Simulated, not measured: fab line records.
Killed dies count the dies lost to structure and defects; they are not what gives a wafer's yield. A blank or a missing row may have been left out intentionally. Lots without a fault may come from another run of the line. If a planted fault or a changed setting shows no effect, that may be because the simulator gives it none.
Lot-split experiment | flow rit cmos | on a route of 202 steps: 5 lots, 23 wafers read

== ABOUT THE SPLIT ==
At RIT_NSD_SOFTBAKE_02 (time 60 s), the setting temp c was moved away from the recipe's 90 C on 7 of the 23 wafers read, by -3.3% to +3.3%. The other wafers ran this setting at the recipe's value.

There is no step in the file separating the split from the reading.

== THE READING ==
NOVOLAK_of_NSD_COAT_01.thk nm (the simulator's own value, which no gauge read), in nm, at RIT_NSD_DEVELOP_05 (develop time 50 s). There is no usual value for it anywhere in the file. Average 988.6 nm, standard deviation 3.4 nm, over the 16 wafers here run with the recipe.

wafer  | tool, chamber at the split | temp c as run, C | against the recipe | NOVOLAK_of_NSD_COAT_01.thk nm, nm | against lot-mates on the recipe
L075.1 | litho track-02, 0          | 90               | recipe             | 984.1                             | -
L075.2 | litho track-02, 0          | 90               | recipe             | 984.5                             | -
L075.3 | litho track-02, 0          | 90               | recipe             | 987.6                             | -
L075.4 | litho track-02, 0          | 90               | recipe             | 984.9                             | -
L075.6 | litho track-02, 0          | 90               | recipe             | 984.3                             | -
L076.2 | litho track-01, 0          | 91.68            | +1.9%              | 985.2                             | -2.4
L076.3 | litho track-01, 0          | 90               | recipe             | 986.2                             | -
L076.4 | litho track-01, 0          | 91.68            | +1.9%              | 982.4                             | -5.2
L076.5 | litho track-01, 0          | 90               | recipe             | 984.9                             | -
L076.6 | litho track-01, 0          | 90               | recipe             | 991.7                             | -
L078.1 | litho track-01, 0          | 90               | recipe             | 989.3                             | -
L078.2 | litho track-01, 0          | 86.99            | -3.3%              | 996.3                             | +7.1
L078.3 | litho track-01, 0          | 90               | recipe             | 989.3                             | -
L078.4 | litho track-01, 0          | 86.99            | -3.3%              | 997.5                             | +8.3
L078.6 | litho track-01, 0          | 90               | recipe             | 989.1                             | -
L083.1 | litho track-04, 0          | 90               | recipe             | 995.7                             | -
L083.3 | litho track-04, 0          | 92.99            | +3.3%              | 982                               | -11.7
L083.4 | litho track-04, 0          | 90               | recipe             | 991.7                             | -
L083.5 | litho track-04, 0          | 92.99            | +3.3%              | 985.9                             | -7.8
L083.6 | litho track-04, 0          | 92.99            | +3.3%              | 984.3                             | -9.4
L085.2 | litho track-01, 0          | 90               | recipe             | 991.8                             | -
L085.5 | litho track-01, 0          | 90               | recipe             | 991.1                             | -
L085.6 | litho track-01, 0          | 90               | recipe             | 991.2                             | -

THE FIT
A straight line over all 23 wafers: NOVOLAK_of_NSD_COAT_01.thk nm changes by -1.93 nm for each +1% of temp c; r = -0.72; the points scatter about the line by 3.2 nm.
The same after taking each lot's own level away (the mean of its wafers on the recipe; 23 wafers): -2.57 nm for each +1%; r = -0.93; scatter 1.7 nm.
On that fit, the largest move of temp c shifts the reading by 8.6 nm.
Measured against the standard deviation above, the lots' own levels, which go from 985.08 to 993.70 nm, span 2.5 times it.
So the lot-to-lot level blurs the effect unless lot-mates are compared.
Check: for one of the wafers moved furthest among these (-3.3%), held out of the fit, the line's prediction against its lot-mates is +8.96 nm. Against them it came out at +7.07 nm.

== THESE WAFERS: OTHER SPLITS ==
Note: prior to the reading, these wafers also went through further splits. Each is held against what the fit with the lots' levels taken away leaves over:
other split on the same wafers     | wafers away from the commonest value | r with NOVOLAK_of_NSD_COAT_01.thk nm (lot level and that fit taken away)
RIT_ACTIVE_COAT_06 spin rpm        | 8                                    | -0.15
RIT_PWELL_COAT_01 spin rpm         | 9                                    | +0.09
RIT_PWELL_IMPLANT_08 energy kev    | 6                                    | -0.34
RIT_NRETRO_COAT_01 spin rpm        | 6                                    | -0.36
RIT_PRETRO_COAT_01 spin rpm        | 4                                    | +0.06
RIT_GATE_OXIDATION_05 ox time s    | 18                                   | +0.05
RIT_GATE_DEVELOP_15 develop time s | 8                                    | -0.38
RIT_NLDD_IMPLANT_08 dose cm2       | 9                                    | +0.17

== THE FILE'S OWN FIT ==
NOVOLAK_of_NSD_COAT_01.thk nm changes by -2.52 nm for each +1% of temp c, r = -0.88.
